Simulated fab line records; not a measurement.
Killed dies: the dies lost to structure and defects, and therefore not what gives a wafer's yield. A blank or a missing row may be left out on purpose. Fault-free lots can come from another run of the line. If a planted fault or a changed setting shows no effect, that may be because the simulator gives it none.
Which tool is to blame? | flow berkeley-cmos170 | 72 wafers from 24 lots sampled at 6 of the route's 331 steps

## WHAT THE GAUGES READ, wafer by wafer
UCB170_PWELL_THK_MEAS_03.
lot  | measured    | on            | PWELL_OXIDE_THK (nm)
L074 | day 2 18:20 | film-metro-04 | 26.8 26.9 26.6
L075 | day 3 00:15 | film-metro-02 | 26.1 26.4 26.1
L076 | day 3 00:14 | film-metro-04 | 25.4 25.9 25.6
L077 | day 3 06:43 | film-metro-03 | 25.7 26.2 26.4
L078 | day 3 17:01 | film-metro-04 | 26.6 26.7 26.7
L079 | day 3 22:19 | film-metro-04 | 26.2 26.0 26.1
L080 | day 3 22:19 | film-metro-02 | 25.9 26.4 25.8
L081 | day 4 13:50 | film-metro-03 | 26.3 26.2 26.5
L082 | day 4 13:49 | film-metro-02 | 26.3 26.6 26.7
L083 | day 5 04:35 | film-metro-03 | 26.1 26.0 26.1
L084 | day 5 11:40 | film-metro-03 | 26.3 26.3 26.2
L085 | day 5 11:40 | film-metro-02 | 26.7 26.9 26.5
L086 | day 5 11:41 | film-metro-04 | 27.4 25.8 26.4
L088 | day 6 01:22 | film-metro-04 | 27.0 27.9 27.3
L087 | day 6 01:22 | film-metro-02 | 27.5 27.6 27.6
L089 | day 6 01:21 | film-metro-03 | 26.7 26.6 26.8
L090 | day 6 08:06 | film-metro-02 | 25.8 26.1 25.8
L091 | day 6 08:07 | film-metro-03 | 25.6 25.9 26.1
L092 | day 6 12:50 | film-metro-03 | 27.1 26.7 26.7
L093 | day 6 12:48 | film-metro-04 | 26.6 26.7 26.9
L094 | day 6 22:59 | film-metro-04 | 26.7 26.6 26.3
L095 | day 6 23:00 | film-metro-03 | 26.3 26.6 26.4
L096 | day 7 12:27 | film-metro-04 | 26.4 26.0 26.1
L097 | day 7 07:50 | film-metro-02 | 26.4 26.1 26.6

UCB170_SPACER_THK_MEAS_01.
lot  | measured     | on            | SPACER_TEOS_THK (nm)
L074 | day 6 22:16  | film-metro-02 | 364 379 374
L075 | day 7 11:12  | film-metro-04 | 371 376 377
L076 | day 6 23:05  | film-metro-01 | 373 373 384
L077 | day 7 10:32  | film-metro-02 | 385 387 384
L078 | day 8 00:14  | film-metro-02 | 373 376 379
L079 | day 8 00:29  | film-metro-01 | 381 376 382
L080 | day 8 00:28  | film-metro-04 | 370 378 382
L081 | day 8 16:40  | film-metro-01 | 372 385 376
L082 | day 8 16:41  | film-metro-02 | 371 379 376
L083 | day 9 03:37  | film-metro-02 | 374 373 382
L084 | day 9 03:15  | film-metro-01 | 377 381 377
L085 | day 9 03:36  | film-metro-04 | 378 376 385
L086 | day 9 02:38  | film-metro-01 | 374 384 382
L088 | day 9 16:16  | film-metro-02 | 378 378 392
L087 | day 9 15:34  | film-metro-04 | 368 378 380
L089 | day 9 17:19  | film-metro-02 | 368 375 369
L090 | day 9 16:37  | film-metro-01 | 375 383 375
L091 | day 9 16:59  | film-metro-02 | 370 376 382
L092 | day 10 12:50 | film-metro-02 | 378 378 383
L093 | day 10 13:09 | film-metro-02 | 378 382 387
L094 | day 11 02:05 | film-metro-04 | 374 377 380
L095 | day 11 02:05 | film-metro-02 | 384 382 379
L096 | day 11 05:07 | film-metro-02 | 369 372 373
L097 | day 11 04:23 | film-metro-01 | 373 371 372

UCB170_PSD_OVL_MEAS_07.
lot  | measured     | on         | PSD_OVL (nm)
L074 | day 7 03:13  | overlay-01 | 8 10 13
L075 | day 7 17:52  | overlay-01 | -9 -5 -3
L076 | day 7 04:40  | overlay-02 | 7 5 17
L077 | day 7 17:38  | overlay-02 | -1 8 1
L078 | day 8 05:25  | overlay-02 | 15 3 7
L079 | day 8 05:32  | overlay-01 | 12 11 12
L080 | day 8 04:52  | overlay-02 | 20 17 19
L081 | day 9 00:19  | overlay-02 | 15 7 5
L082 | day 9 00:55  | overlay-01 | -17 -8 -10
L083 | day 9 14:05  | overlay-02 | 5 1 6
L084 | day 9 13:51  | overlay-01 | -1 -3 7
L085 | day 9 13:44  | overlay-01 | 7 10 11
L086 | day 9 13:36  | overlay-01 | -10 2 4
L088 | day 9 23:07  | overlay-02 | 2 0 1
L087 | day 9 22:47  | overlay-02 | 7 12 15
L089 | day 9 23:49  | overlay-01 | 0 4 -11
L090 | day 9 22:51  | overlay-01 | 6 14 10
L091 | day 9 23:32  | overlay-02 | -1 -3 7
L092 | day 10 18:05 | overlay-01 | 4 6 4
L093 | day 10 18:48 | overlay-02 | -3 0 -6
L094 | day 11 07:40 | overlay-01 | -1 -7 3
L095 | day 11 07:58 | overlay-02 | 4 0 0
L096 | day 11 11:56 | overlay-01 | -3 2 -4
L097 | day 11 08:19 | overlay-02 | 12 3 7

UCB170_V2_BOW_MEAS_03.
lot  | measured     | on            | V2_BOW (um)
L074 | day 8 02:28  | film-metro-01 | 38 37 32
L075 | day 8 16:05  | film-metro-03 | 46 36 27
L076 | day 8 03:14  | film-metro-03 | 46 49 43
L077 | day 8 16:25  | film-metro-01 | 29 31 29
L078 | day 9 05:41  | film-metro-01 | 47 37 35
L079 | day 9 11:08  | film-metro-02 | 33 33 42
L080 | day 9 06:29  | film-metro-03 | 33 33 33
L081 | day 10 01:46 | film-metro-02 | 29 42 26
L082 | day 10 01:59 | film-metro-02 | 33 34 22
L083 | day 10 20:11 | film-metro-03 | 37 34 30
L084 | day 10 20:28 | film-metro-01 | 38 27 37
L085 | day 10 15:54 | film-metro-03 | 35 41 49
L086 | day 10 19:55 | film-metro-02 | 31 36 42
L088 | day 11 06:18 | film-metro-02 | 30 27 22
L087 | day 11 05:49 | film-metro-03 | 35 43 44
L089 | day 11 07:07 | film-metro-02 | 30 30 29
L090 | day 11 06:17 | film-metro-03 | 40 33 37
L091 | day 11 07:27 | film-metro-01 | 40 35 35
L092 | day 12 05:04 | film-metro-02 | 28 47 24
L093 | day 12 04:49 | film-metro-01 | 27 28 38
L094 | day 12 05:10 | film-metro-03 | 35 37 32
L095 | day 12 10:52 | film-metro-01 | 29 41 29
L096 | day 12 18:49 | film-metro-02 | 27 31 47
L097 | day 12 10:14 | film-metro-03 | 26 27 38

UCB170_M3_OVL_MEAS_16.
lot  | measured     | on         | M3_OVL (nm)
L074 | day 8 09:36  | overlay-02 | -7 -3 -6
L075 | day 8 21:15  | overlay-02 | -6 -5 -15
L076 | day 8 09:42  | overlay-01 | -10 -8 -8
L077 | day 8 20:59  | overlay-01 | 0 2 2
L078 | day 9 10:23  | overlay-02 | 0 -1 -4
L079 | day 9 16:23  | overlay-02 | 5 6 9
L080 | day 9 10:46  | overlay-02 | 1 1 -4
L081 | day 10 06:56 | overlay-02 | 5 4 9
L082 | day 10 08:41 | overlay-02 | 7 0 2
L083 | day 11 05:52 | overlay-02 | -2 -6 -5
L084 | day 11 05:08 | overlay-02 | -2 -1 -1
L085 | day 11 01:32 | overlay-01 | -7 -5 -3
L086 | day 11 03:58 | overlay-01 | 5 9 10
L088 | day 11 14:01 | overlay-02 | 3 -5 4
L087 | day 11 12:23 | overlay-01 | 5 -2 2
L089 | day 11 14:20 | overlay-02 | 11 6 11
L090 | day 11 13:44 | overlay-02 | 0 -4 -10
L091 | day 11 14:37 | overlay-02 | -3 4 -2
L092 | day 12 10:32 | overlay-02 | 3 4 1
L093 | day 12 09:59 | overlay-01 | -4 1 5
L094 | day 12 10:40 | overlay-01 | -1 2 -8
L095 | day 12 17:01 | overlay-02 | -1 2 -1
L096 | day 13 02:00 | overlay-02 | -5 -4 -3
L097 | day 12 17:16 | overlay-02 | 4 -1 8

## EACH LOT AND THE TOOL THAT RAN IT (in order: tool; ch and the chambers of the sampled wafers; start)
lot  | UCB170_ZERO_STRIP_07
L074 | plasma-asher-01 ch 0,1, day 1 20:35
L075 | plasma-asher-03 ch 0,1, day 1 23:56
L076 | plasma-asher-03 ch 0,1, day 2 03:57
L077 | plasma-asher-01 ch 0,1, day 2 09:13
L078 | plasma-asher-03 ch 0,1, day 2 17:32
L079 | plasma-asher-03 ch 0,1, day 2 23:03
L080 | plasma-asher-04 ch 0,1, day 3 01:14
L081 | plasma-asher-03 ch 0,1, day 3 07:49
L082 | plasma-asher-01 ch 0,1, day 3 10:05
L083 | plasma-asher-01 ch 0,1, day 3 18:15
L084 | plasma-asher-01 ch 0,1, day 4 08:08
L085 | plasma-asher-03 ch 0,1, day 4 08:14
L086 | plasma-asher-04 ch 0,1, day 4 08:31
L088 | plasma-asher-01 ch 0,1, day 4 17:53
L087 | plasma-asher-04 ch 0,1, day 4 18:10
L089 | plasma-asher-04 ch 0,1, day 5 05:14
L090 | plasma-asher-03 ch 1, day 5 09:49
L091 | plasma-asher-04 ch 0,1, day 5 10:14
L092 | plasma-asher-03 ch 0,1, day 5 15:29
L093 | plasma-asher-04 ch 0,1, day 5 19:01
L094 | plasma-asher-03 ch 0,1, day 6 03:02
L095 | plasma-asher-04 ch 0,1, day 6 03:18
L096 | plasma-asher-04 ch 0,1, day 6 09:40
L097 | plasma-asher-04 ch 0,1, day 6 13:49
- UCB170_ZERO_STRIP_07: strips in O2.

## WHAT THE TOOLS THEMSELVES READ (means of the sampled wafers that have a number; where no wafer has one, the mark that the record gives instead)
UCB170_ZERO_STRIP_07.
lot  | tool            | drypump-motor-current-A (A) | oes-product-au (a.u.) | strip-time-to-endpoint-s (s)
L074 | plasma-asher-01 | 5.4                         | 0.727                 | 21.36
L075 | plasma-asher-03 | 5.6                         | 0.730                 | 21.34
L076 | plasma-asher-03 | 5.6                         | 0.726                 | 21.44
L077 | plasma-asher-01 | 5.7                         | 0.724                 | 21.32
L078 | plasma-asher-03 | 5.6                         | 0.727                 | 21.30
L079 | plasma-asher-03 | 5.6                         | 0.728                 | 21.36
L080 | plasma-asher-04 | 5.1                         | 0.727                 | 21.50
L081 | plasma-asher-03 | 5.7                         | 0.727                 | 21.33
L082 | plasma-asher-01 | 5.7                         | 0.725                 | 21.32
L083 | plasma-asher-01 | 5.5                         | 0.726                 | 21.35
L084 | plasma-asher-01 | 5.7                         | 0.730                 | 21.38
L085 | plasma-asher-03 | 5.7                         | 0.732                 | 21.40
L086 | plasma-asher-04 | 5.1                         | 0.726                 | 21.35
L088 | plasma-asher-01 | 5.7                         | 0.726                 | 21.48
L087 | plasma-asher-04 | 5.2                         | 0.727                 | 21.31
L089 | plasma-asher-04 | 5.1                         | 0.727                 | 21.33
L090 | plasma-asher-03 | 5.6                         | 0.724                 | 21.37
L091 | plasma-asher-04 | 5.2                         | 0.726                 | 21.19
L092 | plasma-asher-03 | 5.7                         | 0.726                 | 21.31
L093 | plasma-asher-04 | 5.2                         | 0.726                 | 21.19
L094 | plasma-asher-03 | 5.6                         | 0.726                 | 21.31
L095 | plasma-asher-04 | 5.1                         | 0.730                 | 21.36
L096 | plasma-asher-04 | 5.1                         | 0.729                 | 21.27
L097 | plasma-asher-04 | 5.1                         | 0.726                 | 21.44

## THE ANSWER, worked out from the rows above alone
Rule: the usual values come from the lots themselves. Put in order of their means at a reading, lots are off if they are a third of the lots or fewer, leave a main group of 4 or more, and stand apart from it by a gap of 3 or more times the standard deviation of the main group's means; of several such gaps the widest counts. A main group whose means are all the same, to the digits that the tables above print for the reading, isn't used. A lot without any number at a reading at which 4 lots or more have one is off too. Any other lot the step has rows for is counted as sound. Order of review: gauges by route order, followed by the tools' own readings, for which a lot's mean as printed above is used. The first step at which some lot is off is used, and at that step the reading that is off furthest; a lot without a number counts as furthest.
No lot is off on any of the readings shown, so nothing can be concluded from this.

## WHAT THE SIMULATOR HAD PUT IN
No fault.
